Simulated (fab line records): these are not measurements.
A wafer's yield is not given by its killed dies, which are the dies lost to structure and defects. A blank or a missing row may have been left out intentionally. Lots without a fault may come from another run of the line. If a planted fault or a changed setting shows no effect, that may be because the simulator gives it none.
Split-lot study ; flow rit cmos ; route with 202 steps; 5 lots, 23 wafers read

THE SPLIT ITSELF
At RIT_PWELL_IMPLANT_08, the setting dose cm2 was moved away from the recipe's 7e+13 on 7 of the 23 wafers read, by -4.0% to +6.8%. All remaining wafers had this setting at the recipe value.

FROM THE SPLIT TO THE READING: what the file shows between them, 3 steps
- RIT_PWELL_STRIP_09: strips in O2, time 180 s
- RIT_PWELL_TW_MEAS_10
- RIT_WELLDRIVE_ANNEAL_00: time 14700 s

THE READING
PWELL_RS, in ohm/sq, at RIT_WELLDRIVE_RS_MEAS_02 (measures by four-point-probe). Typical for fault-free wafers on this fab line: 429.9 ohm/sq, with standard deviation 1.1 ohm/sq.

wafer;tool, chamber at the split;dose cm2 as run;against the recipe;PWELL_RS, ohm/sq;against lot-mates on the recipe
L076.1;implanter-03, 0;7e+13;recipe;429.1;-
L076.2;implanter-03, 0;7e+13;recipe;429.9;-
L076.4;implanter-03, 0;7e+13;recipe;428.9;-
L076.5;implanter-03, 0;7e+13;recipe;429.2;-
L076.6;implanter-03, 0;7e+13;recipe;429.4;-
L079.2;implanter-03, 0;7e+13;recipe;428.6;-
L079.3;implanter-03, 0;7e+13;recipe;429.7;-
L079.4;implanter-03, 0;7.477e+13;+6.8%;412.5;-16.8
L079.5;implanter-03, 0;7.477e+13;+6.8%;411.6;-17.7
L079.6;implanter-03, 0;7e+13;recipe;429.6;-
L080.1;implanter-03, 0;6.72e+13;-4.0%;442.0;+9.8
L080.3;implanter-03, 0;7e+13;recipe;431.8;-
L080.4;implanter-03, 0;7e+13;recipe;431.2;-
L080.5;implanter-03, 0;7e+13;recipe;433.5;-
L080.6;implanter-03, 0;6.72e+13;-4.0%;443.0;+10.8
L083.1;implanter-03, 0;7e+13;recipe;429.5;-
L083.3;implanter-03, 0;7e+13;recipe;430.1;-
L083.5;implanter-03, 0;7e+13;recipe;429.7;-
L085.1;implanter-02, 0;7.207e+13;+3.0%;420.4;-8.9
L085.2;implanter-02, 0;7.207e+13;+3.0%;422.0;-7.2
L085.3;implanter-02, 0;7e+13;recipe;429.7;-
L085.4;implanter-02, 0;7.207e+13;+3.0%;420.9;-8.4
L085.5;implanter-02, 0;7e+13;recipe;428.8;-

THE FIT
A straight line over all 23 wafers: PWELL_RS changes by -2.81 ohm/sq for each +1% of dose cm2; r = -0.99; the points scatter about the line by 1.3 ohm/sq.
The same after taking each lot's own level away (the mean of its wafers on the recipe; 23 wafers): -2.58 ohm/sq for each +1%; r = -1.00; scatter 0.62 ohm/sq.
On that fit, the largest move of dose cm2 shifts the reading by 18 ohm/sq.
Measured against the standard deviation above, the lots' own levels, which go from 429.25 to 432.17 ohm/sq, span 2.7 times it.
Consequently the slope shifts little with the lot-to-lot level, the two slopes agreeing.
Check: -18 ohm/sq against its lot-mates is what the line predicts for one of the wafers moved furthest among these (+6.8%) when that wafer is left out of the fit. It came out at -16.8 ohm/sq against them.

OTHER SPLITS APPLIED TO THESE WAFERS
These wafers also went through other splits before the reading. Each is held against what the fit with the lots' levels taken away leaves over:
other split on the same wafers;wafers away from the commonest value;r with PWELL_RS (lot level and that fit taken away)
RIT_ACTIVE_OXIDATION_01 ox time s;15;+0.01
RIT_FOX2_OXIDATION_00 ox time s;18;-0.13
RIT_NWELL_IMPLANT_08 energy kev;10;-0.15

THE WHOLE CHAIN: every reading that the file lists as answering this split, in the file's order
step;what it does;reading;change (the file's fit);r (the file's)
RIT_PWELL_TW_MEAS_10;;PWELL_TW;+2.65 for each +1% of the setting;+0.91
RIT_WELLDRIVE_RS_MEAS_02;measures by four-point-probe;PWELL_RS;-2.56 for each +1% of the setting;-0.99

FILE'S OWN FIT
PWELL_RS changes by -2.56 ohm/sq for each +1% of dose cm2, r = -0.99.
